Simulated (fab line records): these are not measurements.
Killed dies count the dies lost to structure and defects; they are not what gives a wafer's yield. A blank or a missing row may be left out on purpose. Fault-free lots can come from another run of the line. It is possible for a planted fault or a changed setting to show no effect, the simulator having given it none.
fab line records ; flow berkeleyCmos170 ; part 2 of 2: steps 31 to 40 of 40
[record] lots = 5; wafers = 15; lastDay = 13
route steps=331 shown PSD@178 NSD@187 BACKSIDE@199 SDANNEAL@204 PLDD@208 NLDD@209 SILICIDE@210 CONTACT@216
lots untouched by any fault: they come from a run of this same line in which no faults occurred
startH: start of the lot's first displayed wafer, in hours after the record's first day ; waitH: how many hours have passed since the lot's step before this one ; " identical to the entry in the row above ; L1.1+2: a row that stands for several wafers ; - no value, or no start given ; * or withheld: withheld ; < > ~ a bound
route shown NAME@n: names a module that has steps shown in the file, with the first one's number in the route ; usual: mean and standard deviation over wafers with no fault ; same: alike in all rows ; chamber/n: place in a boat ; sites: readings site by site ; _std_site: standard deviation across them ; _edge_site: inner sites' mean taken away from outer sites' mean ; radiusMm: for every site, how far away it sits from the centre of the wafer ; mask NAME#n: copy n ; behind: tool/chamber where the wafer was last shaped ; hold: what put the lot on hold/how long, in hours/how the hold closed ; device: transistor that didn't switch, given as n, p or np ; end of line: tests run on the same wafers once the route is complete ; a step with no rows: only its recipe ; killed: count of dies lost to structure and defects at first sort (not the wafer's yield) ; map: the dies of a wafer, with x for killed, . for not killed, _ for no die there
set.NAME: the run value of the setting; set.NAME@STEP: its run value at that earlier step ; model.NAME: the simulator's own value behind a step, which no gauge read
certain route steps with their lots: each step a table, each wafer a row
services: the hour from which a tool's chamber was out of use, counted from the record's first day as startH (under 0 if before that day), plus the number of hours and why
[[steps]]
[step UCB170_SDANNEAL_RS_MEAS_04]
[recipe] thkMeasGauge = four-point-probe
[usual] PLDD_RS = 1030.1/2.7
lot.wafer;tool;chamber;startH;waitH;PLDD_RS[ohm/sq]
L081.4;filmMetro-02;-;201.92;0.1;1026.5
L081.5;filmMetro-02;-;201.92;0.1;1025.0
L081.6;filmMetro-02;-;201.92;0.1;1026.1
L082.1;filmMetro-03;-;208.30;0.1;1035.1
L082.3;filmMetro-03;-;208.30;0.1;1034.8
L082.5;filmMetro-03;-;208.30;0.1;1031.3
L091.2;filmMetro-04;-;254.08;0.1;1032.2
L091.3;filmMetro-04;-;254.08;0.1;1029.7
L091.6;filmMetro-04;-;254.08;0.1;1029.7
L096.4;filmMetro-02;-;264.71;0.1;1031.9
L096.5;filmMetro-02;-;264.71;0.1;1031.5
L096.6;filmMetro-02;-;264.71;0.1;1032.4
L097.1;filmMetro-04;-;286.79;0.1;1031.5
L097.2;filmMetro-04;-;286.79;0.1;1031.0
L097.5;filmMetro-04;-;286.79;0.1;1031.5
[step UCB170_SDANNEAL_RS_MEAS_05]
[recipe] thkMeasGauge = four-point-probe
[usual] NLDD_RS = 616.0/1.5
lot.wafer;tool;chamber;startH;waitH;NLDD_RS[ohm/sq]
L081.4;filmMetro-02;-;202.04;0.1;617.5
L081.5;filmMetro-02;-;202.04;0.1;619.0
L081.6;filmMetro-02;-;202.04;0.1;619.0
L082.1;filmMetro-03;-;208.42;0.1;613.3
L082.3;filmMetro-03;-;208.42;0.1;613.2
L082.5;filmMetro-03;-;208.42;0.1;616.4
L091.2;filmMetro-04;-;254.20;0.1;616.5
L091.3;filmMetro-04;-;254.20;0.1;616.8
L091.6;filmMetro-04;-;254.20;0.1;615.3
L096.4;filmMetro-02;-;264.83;0.1;616.2
L096.5;filmMetro-02;-;264.83;0.1;615.7
L096.6;filmMetro-02;-;264.83;0.1;616.1
L097.1;filmMetro-04;-;286.91;0.1;616.0
L097.2;filmMetro-04;-;286.91;0.1;616.6
L097.5;filmMetro-04;-;286.91;0.1;615.3
[step UCB170_SILICIDE_PRE_CLEAN_00]
[recipe] gas = Ar; precleanEtchTimeS = 60
lot.wafer;tool;chamber;startH;waitH
L081.4+5+6;pvdSputter-04;-;202.10;0.0
L082.1+3+5;pvdSputter-02;-;208.54;0.1
L091.2+3+6;pvdSputter-02;-;254.30;0.1
L096.4+5+6;pvdSputter-01;-;264.89;0.0
L097.1+2+5;pvdSputter-01;-;287.03;0.1
[step UCB170_SILICIDE_SPUTTER_01]
[recipe] material = Ti; targetThkNm = 30; timeS = 25.41; powerW = 1500; chamberPressurePa = 0.5
[usual] throttleValvePct = 30.4/0.74
lot.wafer;tool;chamber;startH;waitH;throttleValvePct
L081.4;pvdSputter-04;-;202.17;0.0;29.6
L081.5;pvdSputter-04;-;202.17;0.0;29.7
L081.6;pvdSputter-04;-;202.17;0.0;30.3
L082.1;pvdSputter-02;-;208.61;0.0;30.4
L082.3;pvdSputter-02;-;208.61;0.0;29.7
L082.5;pvdSputter-02;-;208.61;0.0;29.4
L091.2;pvdSputter-02;-;254.36;0.0;30.0
L091.3;pvdSputter-02;-;254.36;0.0;30.6
L091.6;pvdSputter-02;-;254.36;0.0;30.0
L096.4;pvdSputter-01;-;264.95;0.0;31.8
L096.5;pvdSputter-01;-;264.95;0.0;30.8
L096.6;pvdSputter-01;-;264.95;0.0;29.4
L097.1;pvdSputter-01;-;287.09;0.0;30.7
L097.2;pvdSputter-01;-;287.09;0.0;32.0
L097.5;pvdSputter-01;-;287.09;0.0;29.4
[step UCB170_SILICIDE_RS_MEAS_02]
[recipe] thkMeasGauge = four-point-probe; reads = Ti_of_SILICIDE_SPUTTER_01
[usual] SILICIDE_TI_RS = 25.5/0.46
lot.wafer;tool;chamber;startH;waitH;SILICIDE_TI_RS[ohm/sq]
L081.4;filmMetro-04;-;202.29;0.1;26.2
L081.5;filmMetro-04;-;202.29;0.1;25.8
L081.6;filmMetro-04;-;202.29;0.1;25.7
L082.1;filmMetro-01;-;208.64;0.0;25.5
L082.3;filmMetro-01;-;208.64;0.0;25.2
L082.5;filmMetro-01;-;208.64;0.0;25.0
L091.2;filmMetro-03;-;254.41;0.0;25.4
L091.3;filmMetro-03;-;254.41;0.0;24.8
L091.6;filmMetro-03;-;254.41;0.0;25.5
L096.4;filmMetro-04;-;265.04;0.1;25.2
L096.5;filmMetro-04;-;265.04;0.1;25.6
L096.6;filmMetro-04;-;265.04;0.1;25.7
L097.1;filmMetro-01;-;287.13;0.0;25.1
L097.2;filmMetro-01;-;287.13;0.0;25.3
L097.5;filmMetro-01;-;287.13;0.0;25.6
[step UCB170_SILICIDE_THK_MEAS_03]
[recipe] thkMeasGauge = xrf; reads = Ti_of_SILICIDE_SPUTTER_01
[usual] SILICIDE_TI_THK = 30.4/0.49
lot.wafer;tool;chamber;startH;waitH;SILICIDE_TI_THK[nm]
L081.4;filmMetro-04;-;202.38;0.1;30.0
L081.5;filmMetro-04;-;202.38;0.1;30.3
L081.6;filmMetro-04;-;202.38;0.1;30.4
L082.1;filmMetro-01;-;208.76;0.1;30.3
L082.3;filmMetro-01;-;208.76;0.1;30.6
L082.5;filmMetro-01;-;208.76;0.1;30.7
L091.2;filmMetro-03;-;254.52;0.1;30.8
L091.3;filmMetro-03;-;254.52;0.1;31.2
L091.6;filmMetro-03;-;254.52;0.1;30.6
L096.4;filmMetro-04;-;265.13;0.1;30.7
L096.5;filmMetro-04;-;265.13;0.1;30.3
L096.6;filmMetro-04;-;265.13;0.1;30.5
L097.1;filmMetro-01;-;287.25;0.1;30.6
L097.2;filmMetro-01;-;287.25;0.1;30.4
L097.5;filmMetro-01;-;287.25;0.1;30.2
[step UCB170_SILICIDE_RTA_04]
[recipe] tempC = 650; timeS = 15; ambient = N2
[usual] lampPowerPct = 9.8/0.33; wafer_temp_C_max = 652.9/0.84
lot.wafer;tool;chamber;startH;waitH;lampPowerPct;wafer_temp_C_max
L081.4;rtpAnneal-02;0;202.45;0.1;10.1;653.0
L081.5;rtpAnneal-02;0;202.45;0.1;10.1;652.1
L081.6;rtpAnneal-02;0;202.45;0.1;10.2;652.5
L082.1;rtpAnneal-02;0;208.82;0.1;10.1;654.1
L082.3;rtpAnneal-02;0;208.82;0.1;10.2;652.9
L082.5;rtpAnneal-02;0;208.82;0.1;10.2;654.1
L091.2;rtpAnneal-01;0;254.60;0.1;9.5;653.3
L091.3;rtpAnneal-01;0;254.60;0.1;9.5;652.3
L091.6;rtpAnneal-01;0;254.60;0.1;9.5;652.5
L096.4;rtpAnneal-01;0;265.20;0.1;9.5;652.4
L096.5;rtpAnneal-01;0;265.20;0.1;9.5;653.5
L096.6;rtpAnneal-01;0;265.20;0.1;9.5;652.4
L097.1;rtpAnneal-02;0;287.31;0.1;10.2;652.2
L097.2;rtpAnneal-02;0;287.31;0.1;10.2;652.6
L097.5;rtpAnneal-02;0;287.31;0.1;10.1;652.2
[step UCB170_SILICIDE_WET_ETCH_05]
[recipe] chemistry = SPM; timeS = 45; tempC = 120; target = Ti
[usual] bathGuardTempC = 120.0/0.69
lot.wafer;tool;chamber;startH;waitH;bathGuardTempC
L081.4;wetBench-01;2;202.48;0.0;121.2
L081.5;wetBench-01;2;202.48;0.0;120.9
L081.6;wetBench-01;2;202.48;0.0;121.0
L082.1;wetBench-02;2;208.89;0.1;119.2
L082.3;wetBench-02;2;208.89;0.1;119.1
L082.5;wetBench-02;2;208.89;0.1;119.0
L091.2;wetBench-01;2;254.72;0.1;120.8
L091.3;wetBench-01;2;254.72;0.1;120.9
L091.6;wetBench-01;2;254.72;0.1;121.2
L096.4;wetBench-04;1;265.24;0.0;119.9
L096.5;wetBench-04;1;265.24;0.0;119.7
L096.6;wetBench-04;1;265.24;0.0;119.7
L097.1;wetBench-04;3;287.45;0.1;120.1
L097.2;wetBench-04;3;287.45;0.1;119.9
L097.5;wetBench-04;3;287.45;0.1;119.8
[step UCB170_CONTACT_CLEAN_00]
[recipe] chemistry = SPM; tempC = 120; timeS = 600
[usual] bathGuardTempC = 120.0/0.68
lot.wafer;tool;chamber;startH;waitH;bathGuardTempC
L081.4;wetBench-01;2;202.51;0.0;120.8
L081.5;wetBench-01;2;202.51;0.0;121.1
L081.6;wetBench-01;2;202.51;0.0;120.9
L082.1;wetBench-04;1;208.91;0.0;120.2
L082.3;wetBench-04;1;208.91;0.0;119.9
L082.5;wetBench-04;1;208.91;0.0;119.5
L091.2;wetBench-01;2;254.74;0.0;120.9
L091.3;wetBench-01;2;254.74;0.0;120.7
L091.6;wetBench-01;2;254.74;0.0;121.1
L096.4;wetBench-04;3;265.26;0.0;120.1
L096.5;wetBench-04;3;265.26;0.0;120.1
L096.6;wetBench-04;3;265.26;0.0;120.2
L097.1;wetBench-04;2;287.47;0.0;119.9
L097.2;wetBench-04;2;287.47;0.0;120.3
L097.5;wetBench-04;2;287.47;0.0;120.5
[step UCB170_CONTACT_CVD_01]
[recipe] material = PSG; targetThkNm = 700; tempC = 450; precursor = SiH4/O2/PH3; timeS = 2820; pressureMtorr = 300; sih4FlowSccm = 60; o2FlowSccm = 90; ph3FlowSccm = 25
[usual] spikeTcSourceC = 470.0/2.4
lot.wafer;tool;chamber;startH;waitH;spikeTcSourceC
L081.4;lpcvd-02;1;204.00;1.3;469.5
L081.5;lpcvd-02;1;204.00;1.3;470.9
L081.6;lpcvd-02;1;204.00;1.3;469.4
L082.1;lpcvd-02;0;209.40;0.3;469.5
L082.3;lpcvd-02;0;209.40;0.3;471.3
L082.5;lpcvd-02;0;209.40;0.3;471.2
L091.2;lpcvd-02;0;254.92;0.0;470.4
L091.3;lpcvd-02;0;254.92;0.0;471.4
L091.6;lpcvd-02;0;254.92;0.0;469.6
L096.4;lpcvd-02;1;265.44;0.0;471.1
L096.5;lpcvd-02;1;265.44;0.0;469.4
L096.6;lpcvd-02;1;265.44;0.0;468.2
L097.1;lpcvd-02;1;287.67;0.0;471.1
L097.2;lpcvd-02;1;287.67;0.0;470.9
L097.5;lpcvd-02;1;287.67;0.0;470.7
[[services]]
tool;chamber;startH;hours;kind
implanter-02;-;175.26;7.8;repair
implanter-03;-;201.86;1.8;repair
implanter-03;-;203.61;3.1;repair
krfScanner-02;-;206.91;2.4;repair
krfScanner-02;-;210.05;1.0;pm
implanter-04;-;212.82;1.5;repair
implanter-04;-;231.72;5.1;pm
krfScanner-01;-;232.13;1.3;pm
krfScanner-01;-;238.00;1.0;pm
implanter-04;-;238.11;1.1;repair
plasmaAsher-01;-;239.62;2.4;repair
implanter-02;-;244.64;2.1;repair
pvdSputter-02;-;244.69;8.2;repair
implanter-01;-;249.07;1.7;repair
plasmaAsher-02;-;258.69;19.1;repair
pvdSputter-01;-;261.43;0.7;repair
implanter-02;-;273.36;9.7;pm
